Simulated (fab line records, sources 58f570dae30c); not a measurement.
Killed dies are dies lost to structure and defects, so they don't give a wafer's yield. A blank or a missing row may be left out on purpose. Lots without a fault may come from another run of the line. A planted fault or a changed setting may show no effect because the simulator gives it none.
Which tool did it? | flow berkeley_cmos170 | 14 lots, 42 wafers sampled, at 4 steps of a route of 331

WHAT THE GAUGES READ, wafer by wafer
UCB170_FIELD_THK_MEAS_02. Usual: FIELD_OXIDE_THK 554 nm, standard deviation 12.
lot  | measured    | on            | FIELD_OXIDE_THK (nm) | flag
L357 | day 4 16:07 | film_metro-03 | 556 554 555          |
L358 | day 4 16:03 | film_metro-03 | 564 550 567          |
L361 | day 5 08:16 | film_metro-04 | 540 543 547          |
L363 | day 5 17:21 | film_metro-03 | 562 561 553          |
L364 | day 6 05:11 | film_metro-04 | 540 537 540          |
L365 | day 6 11:10 | film_metro-04 | 571 570 570          |
L367 | day 7 02:51 | film_metro-01 | 541 542 543          |
L368 | day 7 02:52 | film_metro-03 | 547 556 550          |
L373 | day 8 03:42 | film_metro-01 | 559 567 563          |
L374 | day 8 10:40 | film_metro-01 | 462 460 463          | OFF
L375 | day 8 10:38 | film_metro-03 | 463 457 459          | OFF
L377 | day 8 19:28 | film_metro-03 | 541 536 535          |
L378 | day 8 19:25 | film_metro-03 | 549 549 548          |
L379 | day 8 19:24 | film_metro-04 | 568 562 565          |

UCB170_FIELD_THK_MEAS_90. Usual: FIELD_OXIDE_LEFT_1_THK 437 nm, standard deviation 12.
lot  | measured    | on            | FIELD_OXIDE_LEFT_1_THK (nm) | flag
L357 | day 4 23:26 | film_metro-01 | 440 438 439                 |
L358 | day 4 23:26 | film_metro-03 | 444 432 449                 |
L361 | day 5 17:07 | film_metro-03 | 422 424 429                 |
L363 | day 6 00:56 | film_metro-01 | 446 447 437                 |
L364 | day 6 14:50 | film_metro-03 | 423 420 423                 |
L365 | day 6 19:16 | film_metro-01 | 450 450 450                 |
L367 | day 7 11:33 | film_metro-03 | 422 424 425                 |
L368 | day 7 11:36 | film_metro-04 | 431 438 432                 |
L373 | day 8 09:28 | film_metro-04 | 444 451 447                 |
L374 | day 8 18:47 | film_metro-01 | 344 342 346                 | OFF
L375 | day 8 18:46 | film_metro-03 | 346 341 343                 | OFF
L377 | day 9 02:47 | film_metro-03 | 425 420 419                 |
L378 | day 9 02:44 | film_metro-01 | 431 431 430                 |
L379 | day 9 02:43 | film_metro-03 | 454 447 450                 |

UCB170_FIELD_THK_MEAS_91. Usual: FIELD_OXIDE_LEFT_2_THK 349 nm, standard deviation 12.
lot  | measured    | on            | FIELD_OXIDE_LEFT_2_THK (nm) | flag
L357 | day 5 22:25 | film_metro-04 | 351 349 350                 |
L358 | day 5 21:11 | film_metro-01 | 357 344 361                 |
L361 | day 6 10:22 | film_metro-03 | 333 336 340                 |
L363 | day 6 21:11 | film_metro-03 | 358 358 348                 |
L364 | day 7 05:27 | film_metro-04 | 335 333 335                 |
L365 | day 7 10:54 | film_metro-03 | 362 362 361                 |
L367 | day 8 01:23 | film_metro-01 | 334 336 337                 |
L368 | day 8 01:28 | film_metro-01 | 342 351 343                 |
L373 | day 9 02:05 | film_metro-03 | 355 363 359                 |
L374 | day 9 10:33 | film_metro-03 | 256 254 257                 | OFF
L375 | day 9 11:13 | film_metro-01 | 258 252 254                 | OFF
L377 | day 9 20:21 | film_metro-03 | 337 332 330                 |
L378 | day 9 21:01 | film_metro-04 | 344 343 343                 |
L379 | day 9 20:17 | film_metro-04 | 365 358 361                 |

WHICH TOOL RAN EACH LOT (tool, then ch and the chambers of the sampled wafers, then the start)
lot  | UCB170_FIELD_OXIDATION_01
L357 | furnace-01 ch 0, day 4 13:03
L358 | furnace-01 ch 0, day 4 13:03
L361 | furnace-04 ch 0, day 5 05:16
L363 | furnace-02 ch 0, day 5 14:20
L364 | furnace-02 ch 0, day 6 02:11
L365 | furnace-01 ch 0, day 6 08:08
L367 | furnace-04 ch 0, day 6 23:51
L368 | furnace-04 ch 0, day 6 23:51
L373 | furnace-01 ch 0, day 8 00:42
L374 | furnace-01 ch 0, day 8 07:38
L375 | furnace-01 ch 0, day 8 07:38
L377 | furnace-04 ch 0, day 8 16:24
L378 | furnace-04 ch 0, day 8 16:24
L379 | furnace-04 ch 0, day 8 16:24
- UCB170_FIELD_OXIDATION_01: target thk 558.3 nm, ox time 7200 s.

WHAT THE TOOLS THEMSELVES READ (means of the sampled wafers that have a number; where no wafer has one, the mark that the record gives instead)
UCB170_FIELD_OXIDATION_01. Usual: spike_tc_centre_C 1002.2 C, standard deviation 1.1; spike_tc_load_C 1027.8 C, standard deviation 1.2; spike_tc_source_C 1026.4 C, standard deviation 2.8; tube_center_temp_C 1000 C, standard deviation 0.09; tube_center_temp_C_max 1002.5, standard deviation 0.4; zone_power_source_pct 33.8 %, standard deviation 0.81.
lot  | tool       | spike_tc_centre_C (C) | spike_tc_load_C (C) | spike_tc_source_C (C) | tube_center_temp_C (C) | tube_center_temp_C_max | zone_power_source_pct (%) | flag
L357 | furnace-01 | 1000.6                | 1028.3              | 1021.7                | 1000                   | 1002.9                 | 33.2                      |
L358 | furnace-01 | 1003.0                | 1029.1              | 1023.4                | 1000                   | 1002.5                 | 33.0                      |
L361 | furnace-04 | 1003.0                | 1027.6              | 1028.6                | 1000                   | 1002.5                 | 34.5                      |
L363 | furnace-02 | 1002.7                | 1025.3              | 1026.8                | 1000                   | 1002.6                 | 35.0                      |
L364 | furnace-02 | 1001.7                | 1025.8              | 1025.8                | 1000                   | 1002.4                 | 35.0                      |
L365 | furnace-01 | 1003.3                | 1028.8              | 1023.9                | 1000                   | 1002.6                 | 33.0                      |
L367 | furnace-04 | 1002.0                | 1028.0              | 1029.4                | 1000                   | 1002.1                 | 34.2                      |
L368 | furnace-04 | 1003.1                | 1028.0              | 1028.7                | 1000                   | 1002.6                 | 34.0                      |
L373 | furnace-01 | 1001.2                | 1028.3              | 1022.8                | 1000                   | 1002.6                 | 32.8                      |
L374 | furnace-01 | 975.7                 | 1003.8              | 997.5                 | 975                    | 977.3                  | 31.2                      | OFF
L375 | furnace-01 | 975.8                 | 1003.5              | 997.5                 | 975                    | 977.5                  | 31.3                      | OFF
L377 | furnace-04 | 1002.5                | 1027.4              | 1029.0                | 1000                   | 1002.3                 | 34.1                      |
L378 | furnace-04 | 1002.7                | 1027.2              | 1028.3                | 1000                   | 1002.3                 | 33.9                      |
L379 | furnace-04 | 1003.2                | 1027.8              | 1029.1                | 1000                   | 1002.6                 | 34.1                      |

THE ANSWER, worked out from the rows above alone
Rule: a lot is off if the mean of its wafers that have a number lies more than 3 standard deviations from the usual mean. A lot without any number at a reading at which 4 lots or more have one is off too. The other lots that the step has rows for count as sound. The gauges are gone through in route order, then the tools' own readings, and for those a lot's mean is taken as printed above. The first step at which some lot is off is used, and at that step the reading that is off furthest; a lot without a number counts as furthest.
Off: L374, L375, at UCB170_FIELD_THK_MEAS_02 (FIELD_OXIDE_THK).
A tool fits if, at a process step before that reading, it ran every lot that is off, and no sound lot after the first of them. The gauges at UCB170_FIELD_THK_MEAS_02 aren't tried: what is off there is off at UCB170_FIELD_OXIDATION_01 too, on other tools, and a gauge's error can't cause that. One fits: furnace-01 at UCB170_FIELD_OXIDATION_01. Its last sound lot is L373 (day 8 00:42), its first lot that is off L374 (day 8 07:38): a fault that began between those two fits.
The tool's own readings at UCB170_FIELD_OXIDATION_01 bear it out: on the lots that are off they differ by more than 5 times the standard deviation of the sound lots' means. spike_tc_centre_C reads 975.8 C there against 1002.4 C on the sound lots; spike_tc_load_C reads 1003.6 C there against 1027.6 C on the sound lots; spike_tc_source_C reads 997.5 C there against 1026.5 C on the sound lots; tube_center_temp_C reads 975 C there against 1000 C on the sound lots; tube_center_temp_C_max reads 977.4 there against 1002.5 on the sound lots.

WHAT THE SIMULATOR HAD PUT IN
Process parameter drift: furnace-01, from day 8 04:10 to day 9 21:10, at UCB170_FIELD_OXIDATION_01. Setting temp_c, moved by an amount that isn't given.
Lots struck among those shown: L375, L374. The rule above found the same.
